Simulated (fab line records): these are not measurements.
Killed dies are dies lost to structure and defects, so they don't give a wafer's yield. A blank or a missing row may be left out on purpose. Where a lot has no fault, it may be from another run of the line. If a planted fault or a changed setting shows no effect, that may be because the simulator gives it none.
Split-lot experiment | flow berkeley_cmos170 | 23 wafers read across 5 lots, on a route 331 steps long

== SPLIT DETAILS ==
At UCB170_PSD_PEB_04, the setting peb_temp_c was moved away from the recipe's 130 C on 9 of the 23 wafers read, by -1.5% to +1.7%. All remaining wafers had this setting at the recipe value.

== FROM SPLIT TO READING: 1 step shown by the file between the two ==
- UCB170_PSD_DEVELOP_05: develop time 45 s

== THE READING ==
At UCB170_PSD_CD_MEAS_06: cd_nm in nanometres, against a target cd of 1200 nm. A value of 1199.6 nm with a standard deviation of 1.3 nm is what fault-free wafers of this fab line usually give.

wafer  | tool, chamber at the split | peb_temp_c as run, C | against the recipe | cd_nm, nm | against lot-mates on the recipe
L074.1 | litho_track-04, 0          | 130                  | recipe             | 1199.5    | -
L074.2 | litho_track-04, 0          | 132.2                | +1.7%              | 1213.1    | +13.5
L074.3 | litho_track-04, 0          | 130                  | recipe             | 1199.3    | -
L074.5 | litho_track-04, 0          | 130                  | recipe             | 1200.0    | -
L074.6 | litho_track-04, 0          | 132.2                | +1.7%              | 1213.7    | +14.1
L076.2 | litho_track-02, 0          | 130                  | recipe             | 1198.3    | -
L076.3 | litho_track-02, 0          | 128                  | -1.5%              | 1185.3    | -14.0
L076.4 | litho_track-02, 0          | 130                  | recipe             | 1199.5    | -
L076.5 | litho_track-02, 0          | 128                  | -1.5%              | 1186.3    | -13.0
L076.6 | litho_track-02, 0          | 130                  | recipe             | 1200.0    | -
L078.1 | litho_track-04, 0          | 131.5                | +1.2%              | 1208.9    | +9.8
L078.2 | litho_track-04, 0          | 131.5                | +1.2%              | 1208.6    | +9.5
L078.4 | litho_track-04, 0          | 130                  | recipe             | 1198.9    | -
L078.5 | litho_track-04, 0          | 130                  | recipe             | 1199.2    | -
L078.6 | litho_track-04, 0          | 131.5                | +1.2%              | 1209.2    | +10.1
L081.1 | litho_track-04, 0          | 131.4                | +1.1%              | 1209.3    | +10.0
L081.2 | litho_track-04, 0          | 130                  | recipe             | 1199.2    | -
L081.3 | litho_track-04, 0          | 130                  | recipe             | 1198.9    | -
L081.5 | litho_track-04, 0          | 131.4                | +1.1%              | 1209.1    | +9.8
L081.6 | litho_track-04, 0          | 130                  | recipe             | 1199.9    | -
L082.2 | litho_track-04, 0          | 130                  | recipe             | 1199.8    | -
L082.4 | litho_track-04, 0          | 130                  | recipe             | 1199.6    | -
L082.6 | litho_track-04, 0          | 130                  | recipe             | 1198.7    | -

THE FIT
A straight line over all 23 wafers: cd_nm changes by +8.58 nm for each +1% of peb_temp_c; r = +1.00; the points scatter about the line by 0.53 nm.
The same after taking each lot's own level away (the mean of its wafers on the recipe; 23 wafers): +8.57 nm for each +1%; r = +1.00; scatter 0.53 nm.
Per that fit: largest peb_temp_c move, reading shift of 14 nm.
The lots' own levels span 1199.05 to 1199.60 nm, that is 0.4 times the standard deviation above.
The two slopes are in agreement: the lot-to-lot level therefore moves the slope only a little.
Check: +14.7 nm against its lot-mates is what the line predicts for one of the wafers moved furthest among these (+1.7%) when that wafer is left out of the fit. Against them it came out at +13.5 nm.

== OTHER SPLITS APPLIED TO THESE WAFERS ==
Before the reading, these wafers also passed through other splits. Each is held against what the fit with the lots' levels taken away leaves over:
other split on the same wafers  | wafers away from the commonest value | r with cd_nm (lot level and that fit taken away)
UCB170_GATE_EXPOSE_09 dose_mj   | 8                                    | +0.34
UCB170_NLDD_IMPLANT_08 dose_cm2 | 12                                   | +0.16

== THE FILE'S OWN FIT ==
cd_nm changes by +8.55 nm for each +1% of peb_temp_c, r = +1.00.
